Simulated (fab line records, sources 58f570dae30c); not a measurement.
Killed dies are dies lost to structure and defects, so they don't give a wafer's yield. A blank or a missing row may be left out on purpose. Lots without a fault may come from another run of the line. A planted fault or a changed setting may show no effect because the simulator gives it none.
Chamber matching | flow berkeley_cmos170 | UCB170_NWELL_ETCH_13 on rie_diel-01: 4 sister chambers
The step etches Si3N4 in CH3F/Ar/O2, stops on SiO2, target depth 246.4 nm, time 154 s. 4 wafers are shown with their chamber, then 10 later ones without.

WAFERS WITH THEIR CHAMBER
wafer  | chamber | drypump_motor_current_A (A)
L079.4 | 2       | 6.2
L083.1 | 3       | 5.6
L088.1 | 1       | 5.4
L088.2 | 0       | 6.5

WAFERS WITHOUT THEIR CHAMBER
wafer  | drypump_motor_current_A (A)
L088.6 | 6.1
L089.3 | 5.5
L089.5 | 5.6
L089.6 | 6.5
L091.3 | 5.4
L091.4 | 6.1
L091.6 | 6.1
L096.1 | 6.1
L096.2 | 5.6
L096.5 | 6.5

WHICH CHAMBER EACH WENT THROUGH
wafer  | from the rows above     | in truth
L088.6 | 2                       | 2
L089.3 | can't be placed: 1 or 3 | 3
L089.5 | 3                       | 3
L089.6 | 0                       | 0
L091.3 | 1                       | 1
L091.4 | 2                       | 2
L091.6 | 2                       | 2
L096.1 | 2                       | 2
L096.2 | 3                       | 3
L096.5 | 0                       | 0
Placed correctly: 9 of 10. Can't be placed from these rows: 1 (the true chamber is among the candidates in 1). Placed wrongly: 0.
How it was worked out, from the rows above alone: a wafer's distance from a chamber is the root of the sum, over the readings, of the square of ((its reading less the chamber's mean) divided by the reading's scatter). The wafer belongs to the nearest chamber; if the next one is less than 2 further off, it can't be placed. A chamber's mean is the mean of its shown wafers. The scatter: with one shown wafer a chamber, the root of the mean of the squares of how far each hidden wafer lies from its nearest shown one.
